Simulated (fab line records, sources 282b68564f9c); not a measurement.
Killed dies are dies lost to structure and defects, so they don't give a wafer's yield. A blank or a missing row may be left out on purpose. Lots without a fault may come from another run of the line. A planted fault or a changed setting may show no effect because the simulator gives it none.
One fault seen from 2 desks | flow rit_cmos | each desk has only its own numbers; what lay behind them comes last

THE METROLOGY DESK
What the gauges read, lot by lot, whatever tool the lot ran on: means of the sampled wafers that have a number. A lot is out of limits, marked OUT, if its mean lies more than 4 standard deviations from the usual mean; the brackets give that distance.
Columns: A = cd_nm at RIT_M1_CD_MEAS_90, usual 2602 nm
lot  | first seen here | A
L546 | day 3 07:11     | 2605
L547 | day 3 11:16     | 2597
L548 | day 3 18:26     | 2602
L550 | day 4 04:01     | 2604
L552 | day 4 12:18     | 2601
L553 | day 4 18:51     | 2599
L556 | day 5 09:32     | 2596
L560 | day 6 06:01     | 2602
L561 | day 6 12:47     | 2602
L563 | day 6 21:26     | 2603
L565 | day 7 08:22     | 2598
L567 | day 7 15:56     | 2599
L568 | day 7 21:28     | 2606
This desk's finding: nothing out of limits on any of the 13 lots.

THE TOOL OWNER'S DESK: rie_metal-02
The tool's own readings at RIT_M1_METAL_ETCH_12 (etches Al in Cl2/BCl3, stops on SiO2, time 165 s, target depth 600 nm): means of the sampled wafers that have a number, for each lot that ran on this tool. A lot is out of limits, marked OUT, if its mean lies more than 4 standard deviations from the usual mean; the brackets give that distance.
Columns: A = drypump_motor_current_A at RIT_M1_METAL_ETCH_12, usual 5.6 A; B = oes_product_au at RIT_M1_METAL_ETCH_12, usual 0.773 a.u.; C = throttle_valve_pct at RIT_M1_METAL_ETCH_12, usual 8.34 %
lot  | first seen here | A   | B     | C
L547 | day 3 10:44     | 5.4 | 0.775 | 8.43
L550 | day 4 03:30     | 5.7 | 0.777 | 8.54
L553 | day 4 18:17     | 5.4 | 0.777 | 8.42
L556 | day 5 08:58     | 5.4 | 0.782 | 8.43
This desk's finding: nothing out of limits on any of the 4 lots.

PUT TOGETHER
The metrology desk saw nothing out of limits.
The tool owner's desk saw nothing out of limits.

WHAT THE SIMULATOR HAD PUT IN
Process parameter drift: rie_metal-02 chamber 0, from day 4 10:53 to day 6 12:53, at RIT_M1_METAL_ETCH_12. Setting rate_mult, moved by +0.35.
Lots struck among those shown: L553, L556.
